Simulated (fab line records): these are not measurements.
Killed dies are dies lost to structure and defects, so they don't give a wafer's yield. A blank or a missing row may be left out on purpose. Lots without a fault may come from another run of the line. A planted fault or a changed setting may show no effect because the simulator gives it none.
Problem report, 8D (eight disciplines) form, completed by code | flow berkeley-cmos170 | the parts of the form that need people (team, actions taken, sign-off) are left out

## 1. THE PROBLEM
Wafers without a fault read 0.839 a.u., standard deviation 0.012; oes-product-au at UCB170_GATE_ETCH_15 reads a mean of 0.752 a.u. on 3 wafers belonging to 2 lots. Measured from the usual mean, that is -7.2 standard deviations.
The step: etches poly-Si in HBr/Cl2, stops on SiO2, time 56.3 s, target depth 278.2 nm.
Seen first at day 10 09:44 on rie-si-02, wafer L549.2. The record has a number at this step for 18 wafers belonging to 6 lots. Rule for "out", or "out of limits": more than 4 standard deviations from the usual mean. The other wafers with a number count as sound.

## 2. WHAT IT IS AND WHAT IT IS NOT
question                    | is                     | is not
which readings at this step | oes-product-au         | drypump-motor-current-A, throttle-valve-pct
which lots                  | L549, L552             | L536, L538, L550, L553
which wafers of those lots  | L549.2, L549.6, L552.1 | L549.1, L552.5, L552.6
read on which tools         | rie-si-02              | rie-si-01
when                        | from day 10 09:44      | up to then (7 sound wafers); but 8 sound wafers of L550, L552, L553 came after

## 3. THE SUSPECTS, EACH WITH WHAT RULES IT OUT
Counting: a tool at a process step up to the reading stays a suspect if it ran every lot that is out. Sound lots after the first of them don't rule it out here, since some wafers of a struck lot are sound.
- rie-si-02 at UCB170_GATE_ETCH_15 (etches poly-Si in HBr/Cl2, stops on SiO2, time 56.3 s, target depth 278.2 nm): kept. It processed each lot that is out (first: L549, day 10 09:44); up to then, its last sound lot is L538 (day 8 00:08). Its own readings are out on those wafers: oes-product-au.
- At UCB170_GATE_ETCH_15, inside rie-si-02: chamber 2 took the wafers that are out, while their sound lot-mates went through chambers 0, 1.
Left after counting: rie-si-02 at UCB170_GATE_ETCH_15.

## 4. THE CAUSE (what the simulator had put in)
rie-si-02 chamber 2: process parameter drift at UCB170_GATE_ETCH_15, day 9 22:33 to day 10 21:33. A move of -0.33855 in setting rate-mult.
Counting left only this tool.

## 5. SEQUENCE OF EFFECTS, ordered by route
One row per reading whose mean, taken over the struck wafers that have a number, lies over 3 standard deviations from the usual. Only readings whose record carries a usual standard deviation are examined. hours: median over the lots of the time between each lot's start at the first step of this table that gives one and its start at this step. sigmas: the change, counted in usual standard deviations.
hours | step                | reading        | usual      | on struck wafers | change | sigmas
0     | UCB170_GATE_ETCH_15 | oes-product-au | 0.839 a.u. | 0.752            | -0.087 | -7.2
The process steps in it:
- UCB170_GATE_ETCH_15: etches poly-Si in HBr/Cl2, stops on SiO2, time 56.3 s, target depth 278.2 nm.
At these later measuring or inspecting steps, every struck wafer for which the step has a row has a number for every such reading, and none has moved that far: UCB170_GATE_CD_MEAS_90.

## 6. WHAT WOULD HAVE CAUGHT IT SOONER
11 hours passed between the start of the fault at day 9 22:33 and the first reading out of limits in this record, taken at day 10 09:44.
